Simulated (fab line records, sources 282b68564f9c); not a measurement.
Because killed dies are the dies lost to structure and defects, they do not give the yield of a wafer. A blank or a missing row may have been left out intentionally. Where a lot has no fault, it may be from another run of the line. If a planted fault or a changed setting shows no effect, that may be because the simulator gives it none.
Struck lot and sound lot, side by side / flow rit cmos / 15 steps out of a route of 202
Sound: these wafers, L736.3, L736.4, L736.5. Struck: wafers L744.2, L744.3, L744.5. At the end, the cause is stated.
At each step with rows: each side's tool, then ch and its chambers, then its first start. Under that, the readings that differ: sound wafers / struck wafers / difference of the means / sigmas: that difference in standard deviations of wafers without a fault.
alike: readings whose means differ by less than 2 such deviations, and words and numbers that are the same on both sides. not compared: withheld readings, readings that some wafer has no value for, bounds like >300 that may hide the same value, and numbers for which the record gives no deviation and whose values overlap.
A row with sigmas, a row that says differs or no value, or rows on one side alone: a step with any of these is where the two part. Numbers that have no deviation but don't overlap get no sigmas and don't part them. A reading missing from all wafers of one side parts the sides only when that side holds two or more wafers.

RIT_ACTIVE_BOW_MEAS_00:
  sound on film metro-04, day 3 12:02; struck on film metro-03, day 5 04:01
  alike: INCOMING_BOW
then, 1 step without rows for these wafers: RIT_ACTIVE_OXIDATION_01 (target thk 46.8 nm, ox time 3360 s).
RIT_ACTIVE_THK_MEAS_02:
  sound on film metro-04, day 3 14:04; struck on film metro-01, day 5 06:29
  alike: ACTIVE_OXIDE_THK
then, 1 step without rows for these wafers: RIT_ACTIVE_CVD_03 (deposits Si3N4 from SiH2Cl2/NH3, target thk 150 nm, time 1500 s).
RIT_ACTIVE_THK_MEAS_04:
  sound on film metro-03, day 3 15:33; struck on film metro-03, day 5 07:58
  alike: ACTIVE_NITRIDE_THK
then, 3 steps without rows for these wafers: RIT_ACTIVE_HMDS_05 (prime time 60 s); RIT_ACTIVE_COAT_06 (resist thk 1000 nm); RIT_ACTIVE_SOFTBAKE_07 (time 60 s).
RIT_ACTIVE_EXPOSE_08: exposes mask M1, target cd 1400 nm.
  sound on iline stepper-01 ch 0, day 3 16:12; struck on iline stepper-02 ch 0, day 5 08:37
reading=exposure dose mJ cm2; sound=225.37 225.11 225.16; struck=204.48 204.74 204.34; difference=-20.69; sigmas=-99
  alike: mask, reticle temp C
then, 2 steps without rows for these wafers: RIT_ACTIVE_PEB_09; RIT_ACTIVE_DEVELOP_10 (develop time 50 s).
RIT_ACTIVE_CD_MEAS_11: the cd target is 1400 nm.
  sound on cd sem-01, day 3 16:36; struck on cd sem-01, day 5 09:18
reading=cd nm (nm); sound=1403.0 1402.2 1404.2; struck=1424.3 1425.9 1425.0; difference=+21.9; sigmas=+12
  not compared: hold
RIT_ACTIVE_ETCH_13: etches Si3N4 in SF6, stops on SiO2, time 210 s, target depth 210 nm.
  sound on rie diel-04 ch 1,2, day 3 16:52; struck on rie diel-03 ch 0,1,2, day 5 15:39
reading=model.ACTIVE.cd nm (nm); sound=1403 1402 1404; struck=1425 1426 1425; difference=+22; sigmas=
  alike: drypump motor current A, oes product au, throttle valve pct
  not compared: rf hours counter h
RIT_ACTIVE_STRIP_14: strips in O2, time 180 s.
  sound on plasma asher-02 ch 0,1, day 3 17:03; struck on plasma asher-02 ch 0,1, day 5 15:47
  alike: drypump motor current A
  not compared: rf hours counter h
-- the record jumps here: 2 days lie between the struck wafers' starts before and after (it left off in module ACTIVE and takes up again in module M1, whose first step shown is number 202 of the route) --
RIT_M1_PROBE_99:
  rows exist in the record for the struck wafers here (prober-02, day 8 00:13), but not for the sound ones

WHERE THEY PART
At RIT_ACTIVE_EXPOSE_08 first; at RIT_M1_PROBE_99 last (within this record only).

WHY: the cause the simulator had injected
Process parameter drift: iline stepper-02, from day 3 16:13 on, at RIT_ACTIVE_EXPOSE_08. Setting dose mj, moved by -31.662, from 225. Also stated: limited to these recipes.
